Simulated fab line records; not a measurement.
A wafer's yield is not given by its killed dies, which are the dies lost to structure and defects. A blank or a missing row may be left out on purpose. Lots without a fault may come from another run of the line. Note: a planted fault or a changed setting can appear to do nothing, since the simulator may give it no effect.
Chamber matching ; flow berkeleyCmos170 ; 4 sister chambers for UCB170_GATE_ETCH_15 on rieSi-01
The step etches poly-Si in HBr/Cl2, stops on SiO2, time 56.3 s, target depth 278.2 nm. 4 wafers are shown with their chamber, then 7 later ones without.

## WAFERS PAIRED WITH THEIR CHAMBERS
wafer;chamber;drypumpMotorCurrentA (A)
L808.3;2;5.0
L808.5;3;6.3
L821.2;0;5.3
L821.4;1;6.1

## WAFERS WITH NO CHAMBER GIVEN
wafer;drypumpMotorCurrentA (A)
L821.6;6.4
L820.2;6.0
L820.4;5.3
L820.6;6.3
L824.2;6.3
L824.5;5.0
L824.6;6.1

## EACH ONE'S CHAMBER
wafer;from the rows above;in truth
L821.6;3;3
L820.2;1;1
L820.4;0;0
L820.6;3;3
L824.2;3;3
L824.5;2;2
L824.6;1;1
Placed correctly: 7 of 7. Can't be placed from these rows: 0. Placed wrongly: 0.
How it was worked out, from the rows above alone: a wafer's distance from a chamber is the root of the sum, over the readings, of the square of ((its reading less the chamber's mean) divided by the reading's scatter). If the next closest chamber is less than 2 further off than the closest, the wafer can't be placed; otherwise it belongs to the closest. Each chamber's mean is taken over the wafers shown for it. The scatter: with one shown wafer a chamber, the root of the mean of the squares of how far each hidden wafer lies from its nearest shown one.
